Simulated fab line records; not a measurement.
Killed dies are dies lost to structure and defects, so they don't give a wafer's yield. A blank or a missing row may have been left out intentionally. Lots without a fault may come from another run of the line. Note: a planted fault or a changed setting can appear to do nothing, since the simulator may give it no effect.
Code-filled problem report in 8D (eight disciplines) form || flow rit cmos || the parts of the form that need people (team, actions taken, sign-off) are left out

== 1. WHAT WENT WRONG ==
spin speed rpm at RIT_PSD_COAT_01 reads a mean of 3377.0 rpm on 6 wafers of 2 lots; wafers without a fault read 3250.4 rpm with a standard deviation of 2.5. That puts it +51 standard deviations away from the usual mean.
The step: resist thk 1000 nm.
The first sign was on wafer L346.3 at day 5 17:25, on litho track-01. Wafers with a number at this step in the record: 39, from 13 lots. By rule, "out" or "out of limits" means more than 4 standard deviations away from the usual mean. The other wafers with a number count as sound.

== 2. WHAT IT IS, AND WHAT IT ISN'T ==
{"question": "which readings at this step", "is": "spin speed rpm", "is not": "-"}
{"question": "which lots", "is": "L346, L347", "is not": "L334, L335, L336, L337, L343, L348, L350, L352, L353, L355, L357"}
{"question": "which wafers of those lots", "is": "all that have a number", "is not": "-"}
{"question": "read on which tools", "is": "litho track-01", "is not": "litho track-02, litho track-04"}
{"question": "when", "is": "from day 5 17:25", "is not": "up to then (15 sound wafers); but 18 sound wafers of L348, L350, L352, L353, L355, L357 came after"}

== 3. SUSPECTS, AND WHAT RULES EACH OUT ==
Counting: a tool at any process step up to the reading remains a suspect when it ran all the lots that are out and ran no sound lot after the first of those.
- litho track-01 at RIT_PSD_COAT_01 (resist thk 1000 nm): kept. It processed each lot that is out, first L346 at day 5 17:25, and no sound lot thereafter; up to then, the last sound lot it processed was L343 at day 5 01:37. Its own readings are out on those wafers: spin speed rpm.
Remaining after the count: litho track-01 at RIT_PSD_COAT_01.

== 4. THE CAUSE (what the simulator had put in) ==
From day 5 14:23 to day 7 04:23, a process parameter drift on litho track-01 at RIT_PSD_COAT_01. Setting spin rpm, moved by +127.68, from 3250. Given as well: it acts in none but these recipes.
After counting, this tool was the only one left.

== 5. SEQUENCE OF EFFECTS, ordered by route ==
One row per reading whose mean, taken over the struck wafers that have a number, lies over 3 standard deviations from the usual. Readings are gone through only where the record gives a usual standard deviation; hours: the median, over the lots, of the time from a lot's start at the first step in this table giving one to that lot's start at this step; sigmas: the change measured in usual standard deviations.
{"hours": 0, "step": "RIT_PSD_COAT_01", "reading": "spin speed rpm", "usual": "3250.4 rpm", "on struck wafers": 3377.0, "change": "+126.6", "sigmas": "+51"}
Its process steps:
- RIT_PSD_COAT_01: resist thk 1000 nm.
Later measuring or inspecting steps at which every struck wafer that the step has a row for has a number for every such reading, and none has moved that far: RIT_SILICIDE_THK_MEAS_03.

== 6. WHAT WOULD HAVE CAUGHT IT SOONER ==
First out-of-limits reading in this record: day 5 17:25, which is 3 hours after fault onset at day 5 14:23.
